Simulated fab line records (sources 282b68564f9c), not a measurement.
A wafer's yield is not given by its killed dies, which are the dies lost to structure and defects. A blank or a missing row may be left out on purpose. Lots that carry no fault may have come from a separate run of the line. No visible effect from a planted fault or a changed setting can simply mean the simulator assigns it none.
fab line records | flow rit_cmos
[record] lots = 6 wafers = 18 last_day = 8
route steps=202 shown PWELL@44 WELLDRIVE@50 NWELL@51 NRETRO@53
lots that met no fault: taken from a fault-free run of the same line
start_h: hours from the record's first day to the start of the lot's first wafer shown | wait_h: hours elapsed since this lot's preceding step | " repeats the value in the row above | L1.1+2: a row that stands for several wafers | - either no value or no given start | * or withheld: withheld | < > ~ a bound
route shown NAME@n: names a module that has steps shown in the file, with the first one's number in the route | usual: mean and standard deviation over wafers with no fault | same: alike in all rows | chamber/n: place in a boat | sites: per-site readings | _std_site: the standard deviation of these | _edge_site: mean of outer sites minus mean of inner sites | radius_mm: for every site, how far away it sits from the centre of the wafer | mask NAME#n: copy n | behind: the most recent tool/chamber to have shaped the wafer | hold: cause of the lot's hold/its duration in hours/its outcome | device: the n, p or np transistor that did not switch | end of line: tests run on the same wafers once the route is complete | step lacking rows: just its recipe | killed: count of dies lost to structure and defects at first sort (not the wafer's yield) | map: a wafer's dies, marking killed ones x, the rest . and places with no die _
set.NAME: the setting the step ran with; set.NAME@STEP: the setting that earlier step ran with | model.NAME: the simulator's own value behind a step, which no gauge read
a table for each step, a row for each wafer; lots at some steps of the route
services: from which hour (start_h, from the record's first day; less than 0 if before it) a tool's chamber was out of use, for how many hours, and why
[[steps]]
[step RIT_PWELL_DEVELOP_05]
[recipe] resist = NOVOLAK develop_time_s = 68 dev_temp_c = 23
[step RIT_PWELL_OVL_MEAS_06]
[usual] PWELL_OVL = 0.4/1.3
// columns lot.wafer tool chamber start_h wait_h PWELL_OVL[nm]
L697.1 overlay-01 - 30.15 - -1.2
L697.3 " - " " -0.7
L697.5 " - " " 0.2
L702.1 overlay-01 - 56.79 - 0.0
L702.5 " - " " 1.8
L702.6 " - " " -0.2
L703.1 overlay-01 - 59.43 - 0.0
L703.4 " - " " 0.7
L703.5 " - " " 1.8
L716.3 overlay-01 - 124.59 - -0.7
L716.5 " - " " 0.7
L716.6 " - " " -1.5
L717.4 overlay-01 - 129.29 - 0.0
L717.5 " - " " 2.3
L717.6 " - " " 0.6
L719.3 overlay-02 - 137.60 - -0.1
L719.4 " - " " -0.1
L719.5 " - " " -0.4
[step RIT_PWELL_HARDBAKE_07]
[recipe] resist = NOVOLAK temp_c = 140 time_s = 120
[step RIT_PWELL_IMPLANT_08]
[recipe] species = B energy_kev = 170 dose_cm2 = 6.831e+13 tilt_deg = 7
[step RIT_PWELL_STRIP_09]
[recipe] chemistry = O2 time_s = 180 resist = NOVOLAK platen_temp_c = withheld power_w = 500 pressure_mtorr = 4000 o2_flow_sccm = 4000
[usual] drypump_motor_current_A = 5.76/0.21
[same] time_s = 180
// columns lot.wafer tool chamber start_h wait_h drypump_motor_current_A rf_hours_counter_h
L697.1 plasma_asher-03 1 30.58 0.1 5.66 39
L697.3 " 0 " " 5.54 -
L697.5 " 0 " " 5.55 -
L702.1 plasma_asher-04 1 57.23 0.1 5.67 42
L702.5 " 1 " " 5.67 -
L702.6 " 0 " " 5.94 -
L703.1 plasma_asher-03 0 59.86 0.1 5.54 41
L703.4 " 0 " " 5.53 -
L703.5 " 1 " " 5.65 -
L716.3 plasma_asher-03 0 125.07 0.1 5.55 -
L716.5 " 1 " " 5.64 -
L716.6 " 0 " " 5.55 -
L717.4 plasma_asher-04 1 129.77 0.1 5.67 -
L717.5 " 0 " " 5.92 -
L717.6 " 1 " " 5.65 -
L719.3 plasma_asher-01 1 138.09 0.1 6.06 -
L719.4 " 0 " " 5.53 -
L719.5 " 1 " " 6.05 -
[step RIT_PWELL_TW_MEAS_10]
[usual] PWELL_TW = 937/7.3
// columns lot.wafer tool chamber start_h wait_h PWELL_TW
L697.1 film_metro-01 - 30.76 0.1 928
L697.3 " - " " 925
L697.5 " - " " 921
L702.1 film_metro-04 - 57.40 0.1 947
L702.5 " - " " 943
L702.6 " - " " 939
L703.1 film_metro-02 - 60.04 0.1 940
L703.4 " - " " 943
L703.5 " - " " 945
L716.3 film_metro-01 - 125.20 0.1 933
L716.5 " - " " 927
L716.6 " - " " 929
L717.4 film_metro-02 - 129.91 0.1 944
L717.5 " - " " 940
L717.6 " - " " 941
L719.3 film_metro-01 - 138.22 0.1 929
L719.4 " - " " 929
L719.5 " - " " 927
[step RIT_WELLDRIVE_ANNEAL_00]
[recipe] temp_c = 1100 time_s = 14700 ambient = N2
[step RIT_WELLDRIVE_RS_MEAS_01]
[recipe] thk_meas_gauge = four-point-probe
[usual] NWELL_RS = 275.5/0.86
// columns lot.wafer tool chamber start_h wait_h NWELL_RS[ohm/sq]
L697.1 film_metro-02 - 36.03 0.0 274.7
L697.3 " - " " 275.5
L697.5 " - " " 275.0
L702.1 film_metro-02 - 62.55 0.0 275.1
L702.5 " - " " 275.2
L702.6 " - " " 275.6
L703.1 film_metro-02 - 68.10 0.0 274.7
L703.4 " - " " 275.6
L703.5 " - " " 274.6
L716.3 film_metro-02 - 130.48 0.0 275.6
L716.5 " - " " 275.6
L716.6 " - " " 276.5
L717.4 film_metro-01 - 135.84 0.1 275.5
L717.5 " - " " 275.2
L717.6 " - " " 274.8
L719.3 film_metro-01 - 146.73 0.0 276.0
L719.4 " - " " 275.6
L719.5 " - " " 275.4
[step RIT_WELLDRIVE_RS_MEAS_02]
[recipe] thk_meas_gauge = four-point-probe
[usual] PWELL_RS = 435.9/1.3
// columns lot.wafer tool chamber start_h wait_h PWELL_RS[ohm/sq]
L697.1 film_metro-02 - 36.15 0.1 434.3
L697.3 " - " " 436.3
L697.5 " - " " 434.2
L702.1 film_metro-02 - 62.67 0.1 436.5
L702.5 " - " " 436.4
L702.6 " - " " 435.2
L703.1 film_metro-02 - 68.22 0.1 434.9
L703.4 " - " " 434.7
L703.5 " - " " 433.2
L716.3 film_metro-02 - 130.60 0.1 434.3
L716.5 " - " " 435.4
L716.6 " - " " 434.9
L717.4 film_metro-01 - 135.96 0.1 435.6
L717.5 " - " " 435.7
L717.6 " - " " 435.9
L719.3 film_metro-01 - 146.85 0.1 435.4
L719.4 " - " " 435.3
L719.5 " - " " 435.8
[step RIT_NRETRO_HMDS_00]
[recipe] prime_time_s = 60 prime_temp_c = 140
[step RIT_NRETRO_COAT_01]
[recipe] resist = NOVOLAK spin_rpm = 2000 resist_thk_nm = 1300
[step RIT_NRETRO_SOFTBAKE_02]
[recipe] resist = NOVOLAK temp_c = 90 time_s = 60
[step RIT_NRETRO_EXPOSE_03]
[recipe] mask_id = M4 na = 0.57 target_cd_nm = 43900 dose_mj = 250
[usual] exposure_dose_mJ_cm2 = 250.02/0.24 focus_offset_nm = 0.0/0.59
// columns lot.wafer tool chamber start_h wait_h mask exposure_dose_mJ_cm2 focus_offset_nm
L697.1 iline_stepper-01 0 36.72 0.1 M4#0 250.18 0.4
L697.3 " 0 " " M4#0 250.26 0.0
L697.5 " 0 " " M4#0 250.06 0.2
L702.1 iline_stepper-02 - 63.24 0.1 M4#0 - -
L702.5 " - " " M4#0 - -
L702.6 " - " " M4#0 - -
L703.1 iline_stepper-02 - 68.79 0.1 M4#0 - -
L703.4 " - " " M4#0 - -
L703.5 " - " " M4#0 - -
L716.3 iline_stepper-02 0 131.30 0.2 M4#0 249.68 0.8
L716.5 " 0 " " M4#0 250.38 -0.3
L716.6 " 0 " " M4#0 250.20 0.1
L717.4 iline_stepper-01 0 136.65 0.2 M4#0 249.85 0.8
L717.5 " 0 " " M4#0 250.00 1.4
L717.6 " 0 " " M4#0 249.87 0.8
L719.3 iline_stepper-02 0 147.54 0.2 M4#0 250.36 -0.9
L719.4 " 0 " " M4#0 250.19 -0.1
L719.5 " 0 " " M4#0 249.94 -0.6
[step RIT_NRETRO_PEB_04]
[recipe] resist = NOVOLAK temp_c = withheld time_s = withheld
[[services]]
// columns tool chamber start_h hours kind
plasma_asher-03 - 44.25 10.6 repair
iline_stepper-01 0 54.26 - calibration
iline_stepper-01 - 107.67 2.1 pm
plasma_asher-03 - 108.75 9.0 pm
plasma_asher-03 0 108.75 9.0 vent_cycle
plasma_asher-03 1 108.75 9.0 vent_cycle
iline_stepper-01 - 109.76 - consumable_replace:lamp
iline_stepper-01 - 117.13 4.4 pm
plasma_asher-03 0 117.75 - clean
plasma_asher-03 1 117.75 - clean
plasma_asher-04 - 125.17 1.5 repair
iline_stepper-02 0 134.74 - calibration
[[key]]
[first_sign] step = RIT_NRETRO_EXPOSE_03 reading = tool_record direction = missing
effect none on later readings
met_at RIT_NRETRO_EXPOSE_03
struck_wafers L702.1,L702.5,L702.6,L703.1,L703.4,L703.5
sort_left_out L702.1,L702.5,L702.6,L703.1,L703.4,L703.5
tester_left_out L702,L703
[fault] kind = skipped_step_whole tool = iline_stepper-02 chamber = - onset_h = 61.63 steps = RIT_NRETRO_EXPOSE_03 scope = struck_lots_only
// tester_left_out: of these lots the tester's yield and bins aren't shown, on N5 and GAA mostly nor the transistor test; their killed dies are dies lost to structure and defects alone, not to doping, threshold or leakage, so they don't give the yield
// sort_left_out: the simulated sort isn't trusted on such a fault, so these wafers' sort isn't shown, and their yield isn't known
